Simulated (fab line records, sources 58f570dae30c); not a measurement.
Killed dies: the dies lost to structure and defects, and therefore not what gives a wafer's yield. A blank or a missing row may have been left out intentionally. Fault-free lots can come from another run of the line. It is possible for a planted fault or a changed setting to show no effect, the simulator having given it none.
A lot that was struck, set against a sound lot -- flow berkeleyCmos170 -- 16 steps out of a route of 331
Sound: these wafers, L641.1, L641.4, L641.6. Struck: wafer L663.2 (left out: L663.1, L663.6 of the same lot, which were not struck); the cause appears at the end.
Each step with rows lists, per side, the tool, then ch with its chambers, then its first start. Under that, the readings that differ: sound wafers -- struck wafers -- difference of the means -- sigmas: that difference in standard deviations of wafers without a fault.
alike: readings whose means differ by less than 2 such deviations, and words and numbers that are the same on both sides. not compared: withheld readings, readings that some wafer has no value for, bounds like >300 that may hide the same value, and numbers for which the record gives no deviation and whose values overlap.
A row with sigmas, a row that says differs or no value, or rows on one side alone: a step with any of these is where the two part. Numbers that don't overlap but have no deviation are shown without sigmas and don't part them. A reading that every wafer of one side lacks parts them only if that side has two wafers or more.

first, 6 steps without rows for these wafers: UCB170_M2_COAT_09; UCB170_M2_COAT_10 (resist thk 900 nm); UCB170_M2_SOFTBAKE_11 (time 60 s); UCB170_M2_EXPOSE_12 (exposes mask METAL2, target cd 700 nm); UCB170_M2_PEB_13; UCB170_M2_DEVELOP_14 (develop time 45 s).
UCB170_M2_CD_MEAS_15: target cd 700 nm.
  sound on cdSem-01, day 6 23:02; struck on cdSem-01, day 12 05:31
  alike: cdNm
UCB170_M2_OVL_MEAS_16:
  sound on overlay-02, day 6 23:09; struck on overlay-02, day 12 05:38
  alike: M2_OVL
UCB170_M2_ETCH_17: etches BARC in N2/H2.
  sound on rieDiel-04 ch 1,2,3, day 6 23:11; struck on rieDiel-02 ch 0, day 12 05:40
reading,sound,struck,difference,sigmas
oesProductAu (a.u.),0.981 0.968 0.990,1.012,+0.032,+2
  alike: drypumpMotorCurrentA, throttleValvePct
UCB170_M2_METAL_ETCH_18: etches Al in Cl2/BCl3, stops on SiO2, target depth 1170 nm, time 188.5 s.
  sound on rieMetal-04 ch 0,1, day 6 23:14; struck on rieMetal-02 ch 0, day 12 05:42
  alike: drypumpMotorCurrentA, oesProductAu, throttleValvePct
  not compared: rfHoursCounterH
UCB170_M2_STRIP_19: strips in O2.
  sound on plasmaAsher-04 ch 0,1, day 6 23:25; struck on plasmaAsher-01 ch 1, day 12 05:53
  alike: drypumpMotorCurrentA, oesProductAu
  not compared: rfHoursCounterH
UCB170_M2_CD_MEAS_90: target cd 700 nm.
  sound on cdSem-02, day 6 23:31; struck on cdSem-02, day 12 05:59
  alike: cdNm
UCB170_V2_CVD_00: deposits SiO2 from TEOS/O2, target thk 2000 nm, time 250 s.
  sound on pecvd-01 ch 1,2, day 6 23:38; struck on pecvd-02 ch 0, day 12 06:07
reading,sound,struck,difference,sigmas
rfFwdPowerW (W),545.2 550.1 548.6,769.1,+221.1,+99 or more
model.SiO2_of_V2_CVD_00.thkNm (nm),1971 1977 1999,2201,+219,
  alike: heaterPowerW
UCB170_V2_THK_MEAS_01:
  sound on filmMetro-03, day 6 23:47; struck on filmMetro-01, day 12 06:16
reading,sound,struck,difference,sigmas
V2_TEOS_THK (nm),1973 1977 2002,2203,+219,+10
UCB170_V2_CMP_02: polishes SiO2.
  sound on cmp-01 ch 0,1,3, day 6 23:51; struck on cmp-01 ch 0, day 12 06:26
  alike: headPressurePsi, motorCurrentA
UCB170_M3_PROBE_99:
  sound wafers here have rows in the record (prober-02, day 7 05:05); struck ones have none

== WHERE THEY PART ==
At UCB170_M2_ETCH_17 first; at UCB170_M3_PROBE_99 last (within this record only).

WHY: what the simulator had put in
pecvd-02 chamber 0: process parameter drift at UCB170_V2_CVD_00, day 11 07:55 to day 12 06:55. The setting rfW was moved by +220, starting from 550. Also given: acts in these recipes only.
